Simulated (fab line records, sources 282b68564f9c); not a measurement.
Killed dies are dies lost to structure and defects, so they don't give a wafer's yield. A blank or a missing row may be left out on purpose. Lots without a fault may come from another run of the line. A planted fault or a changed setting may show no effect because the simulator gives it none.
Which tool did it? | flow rit_cmos | 15 lots, 45 wafers sampled, at 2 steps of a route of 202

WHAT THE GAUGES READ, wafer by wafer
RIT_PRETRO_TW_MEAS_10.
lot  | measured    | on            | PRETRO_TW
L708 | day 2 08:00 | film_metro-02 | 470 472 473
L709 | day 2 12:01 | film_metro-02 | 471 474 474
L710 | day 2 17:19 | film_metro-04 | 450 447 451
L711 | day 3 00:04 | film_metro-03 | 471 470 471
L712 | day 3 05:23 | film_metro-04 | 482 482 478
L713 | day 3 09:52 | film_metro-02 | 439 440 440
L714 | day 3 15:40 | film_metro-04 | 448 448 449
L721 | day 5 00:37 | film_metro-02 | 474 469 470
L722 | day 5 05:29 | film_metro-04 | 475 473 473
L723 | day 5 12:29 | film_metro-02 | 472 475 475
L724 | day 5 17:38 | film_metro-02 | 471 471 471
L727 | day 6 06:19 | film_metro-04 | 475 478 475
L728 | day 6 12:05 | film_metro-04 | 475 478 476
L729 | day 6 16:52 | film_metro-02 | 473 474 474
L730 | day 6 21:00 | film_metro-03 | 471 470 474

WHICH TOOL RAN EACH LOT (tool, then ch and the chambers of the sampled wafers, then the start)
lot  | RIT_PRETRO_IMPLANT_08
L708 | implanter-03 ch 0, day 2 07:43
L709 | implanter-03 ch 0, day 2 11:42
L710 | implanter-03 ch 0, day 2 17:01
L711 | implanter-04 ch 0, day 2 23:46
L712 | implanter-02 ch 0, day 3 05:04
L713 | implanter-03 ch 0, day 3 09:33
L714 | implanter-03 ch 0, day 3 15:22
L721 | implanter-02 ch 0, day 5 00:18
L722 | implanter-02 ch 0, day 5 05:11
L723 | implanter-02 ch 0, day 5 12:10
L724 | implanter-02 ch 0, day 5 17:19
L727 | implanter-04 ch 0, day 6 05:59
L728 | implanter-03 ch 0, day 6 11:45
L729 | implanter-02 ch 0, day 6 16:35
L730 | implanter-02 ch 0, day 6 20:43
- RIT_PRETRO_IMPLANT_08

WHAT THE TOOLS THEMSELVES READ (means of the sampled wafers that have a number; where no wafer has one, the mark that the record gives instead)
RIT_PRETRO_IMPLANT_08.
lot  | tool         | beam_energy_keV | tilt_deg (degrees)
L708 | implanter-03 | 45.012          | 7.013
L709 | implanter-03 | 45.003          | 7.019
L710 | implanter-03 | 29.252          | 6.989
L711 | implanter-04 | 45.004          | 7.003
L712 | implanter-02 | 44.995          | 7.040
L713 | implanter-03 | 29.231          | 6.974
L714 | implanter-03 | 29.247          | 7.001
L721 | implanter-02 | 44.994          | 7.021
L722 | implanter-02 | 44.986          | 7.009
L723 | implanter-02 | 44.989          | 6.990
L724 | implanter-02 | 45.005          | 6.995
L727 | implanter-04 | 45.001          | 6.980
L728 | implanter-03 | 45.025          | 6.975
L729 | implanter-02 | 44.988          | 7.018
L730 | implanter-02 | 44.986          | 6.988

THE ANSWER, worked out from the rows above alone
Rule: what is usual is taken from the lots themselves. Put in order of their means at a reading, lots are off if they are a third of the lots or fewer, leave a main group of 4 or more, and stand apart from it by a gap of 3 or more times the standard deviation of the main group's means; of several such gaps the widest counts. A main group whose means are all the same, to the digits that the tables above print for the reading, isn't used. A lot without any number at a reading at which 4 lots or more have one is off too. The other lots that the step has rows for count as sound. The gauges are gone through in route order, then the tools' own readings, and for those a lot's mean is taken as printed above. The first step at which some lot is off is used, and at that step the reading that is off furthest; a lot without a number counts as furthest.
Off: L710, L713, L714, at RIT_PRETRO_TW_MEAS_10 (PRETRO_TW). The main group: mean 474, standard deviation 2.8.
A tool fits if, at a process step before that reading, it ran every lot that is off, and no sound lot after the first of them. The gauges at RIT_PRETRO_TW_MEAS_10 aren't tried: what is off there is off at RIT_PRETRO_IMPLANT_08 too, on other tools, and a gauge's error can't cause that. None of those tried fits.

WHAT THE SIMULATOR HAD PUT IN
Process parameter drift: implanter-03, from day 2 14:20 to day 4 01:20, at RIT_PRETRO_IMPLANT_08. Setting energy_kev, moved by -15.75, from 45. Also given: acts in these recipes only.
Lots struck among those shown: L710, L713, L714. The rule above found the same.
